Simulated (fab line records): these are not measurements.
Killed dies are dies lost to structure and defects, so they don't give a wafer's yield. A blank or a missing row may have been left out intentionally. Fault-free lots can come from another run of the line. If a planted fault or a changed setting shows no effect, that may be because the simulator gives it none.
A lot that was struck, set against a sound lot :: flow berkeleyCmos170 :: 14 out of 331 route steps
Sound: the wafers L792.1, L792.3, L792.6. Struck: wafers L788.1, L788.4, L788.5. At the end, the cause is stated.
Order at every step that has rows: each side's tool, ch and its chambers, its first start. Under that, the readings that differ: sound wafers :: struck wafers :: difference of the means :: sigmas: that difference in standard deviations of wafers without a fault.
alike: words and numbers the same on both sides, and readings whose means are apart by under 2 such deviations; not compared: readings that were withheld, readings missing a value for some wafer, numbers with overlapping values and no deviation given by the record, and bounds like >300 which may hide the same value.
The two part at a step that has a row with sigmas, a row that says differs or no value, or rows on one side only. Numbers that have no deviation but don't overlap get no sigmas and don't part them. Lack of a reading on every wafer of one side parts them only where that side has two or more wafers.

UCB170_GATE_CD_MEAS_12: target cd 350 nm.
  sound on cdSem-02 at day 10 10:29; struck on cdSem-02 at day 9 20:08
  alike: cdNm
UCB170_GATE_OVL_MEAS_13:
  sound on overlay-02 at day 10 10:37; struck on overlay-01 at day 9 20:15
reading: GATE_OVL (nm)
sound: 4 5 5
struck: -11 -3 1
difference: -9
sigmas: -2
UCB170_GATE_ETCH_14: etches BARC in N2/H2.
  sound on rieDiel-04 ch 1,2, day 10 10:38; struck on rieDiel-04 ch 1,2,3, day 9 20:17
  alike: drypumpMotorCurrentA, oesProductAu, throttleValvePct
UCB170_GATE_ETCH_15: etches poly-Si in HBr/Cl2, stops on SiO2, time 56.3 s, target depth 278.2 nm.
  sound on rieSi-02 ch 2,3, day 10 10:41; struck on rieSi-02 ch 0,1,3, day 9 20:19
  alike: drypumpMotorCurrentA, oesProductAu, throttleValvePct
  not compared: rfHoursCounterH
UCB170_GATE_STRIP_16: strips in O2.
  sound on plasmaAsher-01 ch 0,1, day 10 10:44; struck on plasmaAsher-02 ch 0,1, day 9 20:22
reading: drypumpMotorCurrentA (A)
sound: 6.5 6.0 6.5
struck: 5.5 4.7 4.8
difference: -1.3
sigmas: -2

reading: oesProductAu (a.u.)
sound: 0.717 0.721 0.719
struck: 0.726 0.726 0.733
difference: +0.009
sigmas: +2
  not compared: rfHoursCounterH
UCB170_GATE_CD_MEAS_90: target cd 350 nm.
  sound on cdSem-02 at day 10 10:50; struck on cdSem-02 at day 9 20:36
  alike: cdNm
then, 6 steps without rows for these wafers: UCB170_GATE_CLEAN_17 (cleans in SPM, time 600 s); UCB170_PLDD_HMDS_00 (prime time 60 s); UCB170_PLDD_COAT_01 (resist thk 900 nm); UCB170_PLDD_SOFTBAKE_02 (time 60 s); UCB170_PLDD_EXPOSE_03 (exposes mask PSELECT, target cd 1200 nm); UCB170_PLDD_PEB_04.
UCB170_PLDD_DEVELOP_05: develop time 45 s.
  sound on lithoTrack-03 ch 0, day 10 12:00; struck on lithoTrack-03, day 9 21:00
  no value came back on the struck wafers for chillPlateTempC (C), developTimeS (s); on the sound wafers chillPlateTempC (C) reads 22.79 22.83 22.87
reading: model.KrF_of_PLDD_COAT_01.thkNm (nm)
sound: 890.9 890.1 891.6
struck: 901.1 899.2 901.6
difference: +9.8
sigmas: 
UCB170_PLDD_CD_MEAS_06: target cd 1200 nm.
  sound on cdSem-01 at day 10 12:32; struck on cdSem-01 at day 9 22:07
reading: cdNm (nm)
sound: 1199.0 1198.8 1199.0
struck: - - -
difference: no value on the struck wafers
sigmas: 

== WHERE THEY PART ==
Last at UCB170_PLDD_CD_MEAS_06 as far as this record goes, first at UCB170_GATE_OVL_MEAS_13.

WHY: the cause the simulator had injected
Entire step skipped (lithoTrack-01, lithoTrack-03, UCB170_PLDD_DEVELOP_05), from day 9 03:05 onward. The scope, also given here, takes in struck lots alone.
